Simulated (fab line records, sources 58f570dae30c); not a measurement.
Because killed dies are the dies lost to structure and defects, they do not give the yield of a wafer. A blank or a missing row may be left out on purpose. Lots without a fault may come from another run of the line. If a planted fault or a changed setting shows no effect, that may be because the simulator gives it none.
Struck lot and sound lot, side by side | flow berkeley_cmos170 | 14 out of 331 route steps
Sound: these wafers, L274.1, L274.5, L274.6. The struck wafers were L281.2, L281.5, L281.6. The cause comes at the end.
For every step that has rows: the tool of each side, followed by ch and its chambers, followed by its first start. Under that, the readings that differ: sound wafers | struck wafers | difference of the means | sigmas: that difference in standard deviations of wafers without a fault.
alike: a reading whose means differ by less than 2 such deviations, as well as words and numbers matching on both sides. not compared: withheld readings; readings where some wafer has no value; bounds like >300 that might hide an equal value; numbers whose values overlap and for which the record gives no deviation.
A row with sigmas, a row that says differs or no value, or rows on one side alone: a step with any of these is where the two part. Non-overlapping numbers with no deviation appear without sigmas and do not part them. A reading missing from all wafers of one side parts the sides only when that side holds two or more wafers.

first, 1 step without rows for these wafers: UCB170_M2_PRE_CLEAN_00 (preclean etch time 60 s).
UCB170_M2_SPUTTER_01: material Al, target thk 900 nm, time 120 s.
  struck on pvd_sputter-02, day 11 14:35; sound on pvd_sputter-01, day 9 08:29
  alike: throttle_valve_pct
UCB170_M2_RS_MEAS_02: a four-point-probe measurement.
  struck on film_metro-03, day 11 14:43; sound on film_metro-03, day 9 08:34
  alike: M2_AL_RS
UCB170_M2_THK_MEAS_03: measures by xrf.
  struck on film_metro-03, day 11 14:50; sound on film_metro-03, day 9 08:41
  alike: M2_AL_THK
then, 3 steps without rows for these wafers: UCB170_M2_HMDS_04 (prime time 60 s); UCB170_M2_COAT_05 (resist thk 900 nm); UCB170_M2_SOFTBAKE_06 (time 60 s).
UCB170_M2_STRIP_07: strips in O2.
  sound on plasma_asher-02 ch 0,1, day 9 09:11; struck on plasma_asher-02 ch 0,1, day 11 15:20
  alike: drypump_motor_current_A, oes_product_au, strip_time_to_endpoint_s
  not compared: rf_hours_counter_h
then, 4 steps without rows for these wafers: UCB170_M2_STRIP_08 (strips KrF in DMSO, time 600 s); UCB170_M2_COAT_09; UCB170_M2_COAT_10 (resist thk 900 nm); UCB170_M2_SOFTBAKE_11 (time 57.62 s).
UCB170_M2_EXPOSE_12: exposes mask METAL2, target cd 700 nm.
  struck on krf_scanner-02, day 11 16:13; sound on krf_scanner-02 ch 0, day 9 09:55
  no value came back on the struck wafers for exposure_dose_mJ_cm2, focus_offset_nm (nm); on the sound wafers exposure_dose_mJ_cm2 reads 26.02 26.06 26.06
  alike: mask
following that, these wafers have no rows for 1 step: UCB170_M2_PEB_13.

== WHERE THEY PART ==
UCB170_M2_EXPOSE_12 only, going by this record.

WHY: what the simulator had put in
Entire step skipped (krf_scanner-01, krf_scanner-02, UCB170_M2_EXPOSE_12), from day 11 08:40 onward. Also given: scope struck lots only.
